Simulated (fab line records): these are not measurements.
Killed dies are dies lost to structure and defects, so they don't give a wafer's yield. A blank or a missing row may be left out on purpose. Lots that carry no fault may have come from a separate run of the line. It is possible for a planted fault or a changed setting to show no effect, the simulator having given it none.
fab line records    flow rit-cmos
record: lots: 6  wafers: 18  last-day: 7
route steps=202 shown SILICIDE@162 CONTACT@168
lots that met no fault: taken from a fault-free run of the same line
start-h: hours from the record's opening day to when the first of the lot's shown wafers began    wait-h: hours from the lot's prior step to this one    " same as the row above    L1.1+2: a single row standing in for several wafers    - no value present, or no start provided    * or withheld: withheld    < > ~ a bound
route shown NAME@n: names a module that has steps shown in the file, with the first one's number in the route    usual: mean/standard deviation of fault-free wafers    same: alike in all rows    chamber/n: place in a boat    sites: readings site by site    _std_site: how widely they spread, as a standard deviation    _edge_site: the outer-site mean with the inner-site mean subtracted    radius-mm: how far each site lies from the wafer's centre    mask NAME#n: copy n    behind: tool/chamber where the wafer was last shaped    hold: why the lot was held/for how many hours/how that ended    device: the n, p or np transistor that did not switch    end of line: at the end of the route, the tests of the same wafers    where a step has no rows: the recipe by itself    killed: at the first sort, the dies lost to defects and structure; wafer yield is something else    map: a wafer's dies, marking killed ones x, the rest . and places with no die _
set.NAME: the setting that was run; set.NAME@STEP: the one run at that earlier step    model.NAME: the simulator's own value behind a step, which no gauge read
a table for each step, a row for each wafer; lots at some steps of the route
services: when a tool's chamber went out of use (start-h, in hours from the record's first day, below 0 if earlier), for how many hours, and the reason
== steps ==
step: RIT_SILICIDE_SPUTTER_01
recipe: material: Ti  target-thk-nm: 30  power-w: 350  chamber-pressure-pa: 0.667  gas: Ar  time-s: 240  substrate-temp-c: 25
usual: throttle-valve-pct: 30.1/1
lot.wafer  tool            chamber  start-h  wait-h  throttle-valve-pct
L415.1     pvd-sputter-01  -        108.05   0.0     30.0
L415.4     "               -        "        "       31.0
L415.6     "               -        "        "       30.0
L419.1     pvd-sputter-01  -        126.58   0.0     30.9
L419.3     "               -        "        "       30.0
L419.5     "               -        "        "       31.1
L420.1     pvd-sputter-02  -        135.07   0.0     30.6
L420.2     "               -        "        "       30.0
L420.4     "               -        "        "       30.2
L422.1     pvd-sputter-02  -        140.77   0.0     30.9
L422.2     "               -        "        "       30.0
L422.4     "               -        "        "       30.6
L423.3     pvd-sputter-01  -        147.77   0.0     30.3
L423.4     "               -        "        "       30.9
L423.6     "               -        "        "       30.2
L424.2     pvd-sputter-02  -        164.27   0.0     30.9
L424.4     "               -        "        "       27.4
L424.5     "               -        "        "       29.8
step: RIT_SILICIDE_RS_MEAS_02
recipe: thk-meas-gauge: four-point-probe  reads: Ti_of_SILICIDE_SPUTTER_01
usual: SILICIDE_TI_RS: 47.3/0.88
lot.wafer  tool           chamber  start-h  wait-h  SILICIDE_TI_RS[ohm/sq]
L415.1     film-metro-04  -        108.20   0.1     47.5
L415.4     "              -        "        "       47.6
L415.6     "              -        "        "       47.5
L419.1     film-metro-01  -        126.73   0.1     48.5
L419.3     "              -        "        "       48.1
L419.5     "              -        "        "       47.4
L420.1     film-metro-04  -        135.22   0.1     47.2
L420.2     "              -        "        "       45.8
L420.4     "              -        "        "       47.1
L422.1     film-metro-04  -        140.92   0.1     46.2
L422.2     "              -        "        "       46.9
L422.4     "              -        "        "       45.8
L423.3     film-metro-04  -        147.96   0.1     49.1
L423.4     "              -        "        "       48.2
L423.6     "              -        "        "       48.5
L424.2     film-metro-04  -        164.44   0.1     48.0
L424.4     "              -        "        "       46.9
L424.5     "              -        "        "       48.2
step: RIT_SILICIDE_THK_MEAS_03
recipe: thk-meas-gauge: xrf  reads: Ti_of_SILICIDE_SPUTTER_01
usual: SILICIDE_TI_THK: 29.7/0.48
lot.wafer  tool           chamber  start-h  wait-h  SILICIDE_TI_THK[nm]
L415.1     film-metro-04  -        108.32   0.1     29.8
L415.4     "              -        "        "       29.8
L415.6     "              -        "        "       29.7
L419.1     film-metro-01  -        126.85   0.1     28.9
L419.3     "              -        "        "       28.9
L419.5     "              -        "        "       29.3
L420.1     film-metro-04  -        135.34   0.1     29.8
L420.2     "              -        "        "       30.4
L420.4     "              -        "        "       30.0
L422.1     film-metro-04  -        141.04   0.1     30.2
L422.2     "              -        "        "       29.8
L422.4     "              -        "        "       30.6
L423.3     film-metro-04  -        148.06   0.1     28.9
L423.4     "              -        "        "       29.3
L423.6     "              -        "        "       29.1
L424.2     film-metro-04  -        164.55   0.1     29.5
L424.4     "              -        "        "       29.9
L424.5     "              -        "        "       29.3
step: RIT_SILICIDE_RTA_04
recipe: temp-c: 650  time-s: 10  idle-temp-c: 25  ramp-up-s: 5  ramp-down-s: 5  cool-to-c: 25  ambient: N2
usual: wafer_temp_C_max: 653.0/0.9
lot.wafer  tool           chamber  start-h  wait-h  wafer_temp_C_max
L415.1     rtp-anneal-02  0        108.38   0.1     652.8
L415.4     "              0        "        "       654.1
L415.6     "              0        "        "       654.0
L419.1     rtp-anneal-02  0        126.91   0.1     653.7
L419.3     "              0        "        "       653.2
L419.5     "              0        "        "       653.7
L420.1     rtp-anneal-01  0        135.40   0.1     653.3
L420.2     "              0        "        "       651.6
L420.4     "              0        "        "       652.0
L422.1     rtp-anneal-01  0        141.10   0.1     652.5
L422.2     "              0        "        "       652.1
L422.4     "              0        "        "       653.0
L423.3     rtp-anneal-02  0        148.12   0.1     653.9
L423.4     "              0        "        "       653.9
L423.6     "              0        "        "       654.2
L424.2     rtp-anneal-01  0        164.61   0.1     652.2
L424.4     "              0        "        "       651.9
L424.5     "              0        "        "       652.0
step: RIT_SILICIDE_WET_ETCH_05
recipe: chemistry: SPM  target: Ti  temp-c: 90  time-s: 120  dry: n2-spin
step: RIT_SILICIDE_RTA_06
recipe: temp-c: 750  time-s: 10  idle-temp-c: 25  ramp-up-s: 5  ramp-down-s: 10  cool-to-c: 25  ambient: N2
usual: wafer_temp_C_max: 753.3/0.97
lot.wafer  tool           chamber  start-h  wait-h  wafer_temp_C_max
L415.1     rtp-anneal-01  0        108.49   0.0     753.2
L415.4     "              0        "        "       754.0
L415.6     "              0        "        "       752.4
L419.1     rtp-anneal-01  0        127.04   0.0     751.7
L419.3     "              0        "        "       751.6
L419.5     "              0        "        "       753.2
L420.1     rtp-anneal-02  0        135.50   0.0     755.2
L420.2     "              0        "        "       754.7
L420.4     "              0        "        "       754.6
L422.1     rtp-anneal-02  0        141.21   0.0     753.6
L422.2     "              0        "        "       753.2
L422.4     "              0        "        "       756.0
L423.3     rtp-anneal-01  0        148.23   0.0     751.8
L423.4     "              0        "        "       752.5
L423.6     "              0        "        "       752.2
L424.2     rtp-anneal-02  0        164.72   0.0     753.0
L424.4     "              0        "        "       752.8
L424.5     "              0        "        "       753.0
step: RIT_CONTACT_CVD_00
recipe: material: SiO2  target-thk-nm: 400  precursor: TEOS  temp-c: 390  time-s: 61  rf-w: 391.4
usual: heater-power-w: 305/59
lot.wafer  tool      chamber  start-h  wait-h  heater-power-w
L415.1     pecvd-01  2        108.56   0.1     330
L415.4     "         1        "        "       283
L415.6     "         2        "        "       345
L419.1     pecvd-04  1        127.10   0.1     215
L419.3     "         0        "        "       238
L419.5     "         1        "        "       235
L420.1     pecvd-03  1        135.57   0.1     222
L420.2     "         2        "        "       246
L420.4     "         1        "        "       226
L422.1     pecvd-04  1        141.28   0.1     251
L422.2     "         0        "        "       246
L422.4     "         0        "        "       255
L423.3     pecvd-03  0        148.28   0.0     331
L423.4     "         0        "        "       338
L423.6     "         2        "        "       269
L424.2     pecvd-01  2        164.78   0.0     334
L424.4     "         2        "        "       346
L424.5     "         1        "        "       319
step: RIT_CONTACT_THK_MEAS_01
recipe: reads: SiO2_of_CONTACT_CVD_00
usual: CONTACT_TEOS_THK: 393/5.3
lot.wafer  tool           chamber  start-h  wait-h  CONTACT_TEOS_THK[nm]
L415.1     film-metro-04  -        108.61   0.0     398
L415.4     "              -        "        "       400
L415.6     "              -        "        "       404
L419.1     film-metro-04  -        127.15   0.0     391
L419.3     "              -        "        "       394
L419.5     "              -        "        "       392
L420.1     film-metro-02  -        135.62   0.0     385
L420.2     "              -        "        "       392
L420.4     "              -        "        "       390
L422.1     film-metro-02  -        141.33   0.0     394
L422.2     "              -        "        "       392
L422.4     "              -        "        "       399
L423.3     film-metro-03  -        148.35   0.0     386
L423.4     "              -        "        "       398
L423.6     "              -        "        "       390
L424.2     film-metro-02  -        164.84   0.0     396
L424.4     "              -        "        "       404
L424.5     "              -        "        "       401
step: RIT_CONTACT_HMDS_02
recipe: prime-time-s: 60  prime-temp-c: 140
step: RIT_CONTACT_COAT_03
recipe: resist: NOVOLAK  spin-rpm: 3250  resist-thk-nm: 1000
step: RIT_CONTACT_SOFTBAKE_04
recipe: resist: NOVOLAK  temp-c: 90  time-s: 60
step: RIT_CONTACT_EXPOSE_05
recipe: mask-id: M11  na: 0.6  source-shape: conventional  sigma-outer: 0.5  target-cd-nm: 1000  dose-mj: 250
step: RIT_CONTACT_PEB_06
recipe: resist: NOVOLAK  temp-c: withheld  time-s: withheld
usual: chill-plate-temp-C: *  exhaust-pa: 45.1/0.87  resist-line-temp-C: *
lot.wafer  tool            chamber  start-h  wait-h  chill-plate-temp-C  exhaust-pa  resist-line-temp-C
L415.1     litho-track-03  0        109.47   0.1     *                   46.2        *
L415.4     "               0        "        "       *                   46.4        *
L415.6     "               0        "        "       *                   45.9        *
L419.1     litho-track-02  -        127.78   0.1     -                   -           -
L419.3     "               -        "        "       -                   -           -
L419.5     "               -        "        "       -                   -           -
L420.1     litho-track-04  -        136.25   0.1     -                   -           -
L420.2     "               -        "        "       -                   -           -
L420.4     "               -        "        "       -                   -           -
L422.1     litho-track-02  0        142.08   0.1     *                   44.9        *
L422.2     "               0        "        "       *                   47.0        *
L422.4     "               0        "        "       *                   44.7        *
L423.3     litho-track-04  0        149.13   0.1     *                   44.6        *
L423.4     "               0        "        "       *                   43.2        *
L423.6     "               0        "        "       *                   46.2        *
L424.2     litho-track-02  0        165.48   0.1     *                   43.4        *
L424.4     "               0        "        "       *                   44.5        *
L424.5     "               0        "        "       *                   44.6        *
step: RIT_CONTACT_DEVELOP_07
recipe: resist: NOVOLAK  develop-time-s: 120  dev-temp-c: 23
== services ==
tool            chamber  start-h  hours  kind
pvd-sputter-02  -        84.21    5.0    repair
pvd-sputter-02  -        120.75   1.9    repair
pecvd-04        2        137.67   1.9    repair
== key ==
first-sign: step: RIT_CONTACT_PEB_06  reading: tool-record  direction: missing
effect none on later readings
met-at RIT_CONTACT_PEB_06
struck-wafers L419.1,L419.3,L419.5,L420.1,L420.2,L420.4
sort-left-out L419.1,L419.3,L419.5,L420.1,L420.2,L420.4
tester-left-out L419,L420
fault: kind: skipped-step-whole  tool: litho-track-02,litho-track-04  chamber: -  onset-h: 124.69  steps: RIT_CONTACT_PEB_06  scope: struck-lots-only
tester-left-out: of these lots the tester's yield and bins aren't shown, on N5 and GAA mostly nor the transistor test; their killed dies are dies lost to structure and defects alone, not to doping, threshold or leakage, so they don't give the yield
sort-left-out: the simulated sort isn't trusted on such a fault, so these wafers' sort isn't shown, and their yield isn't known
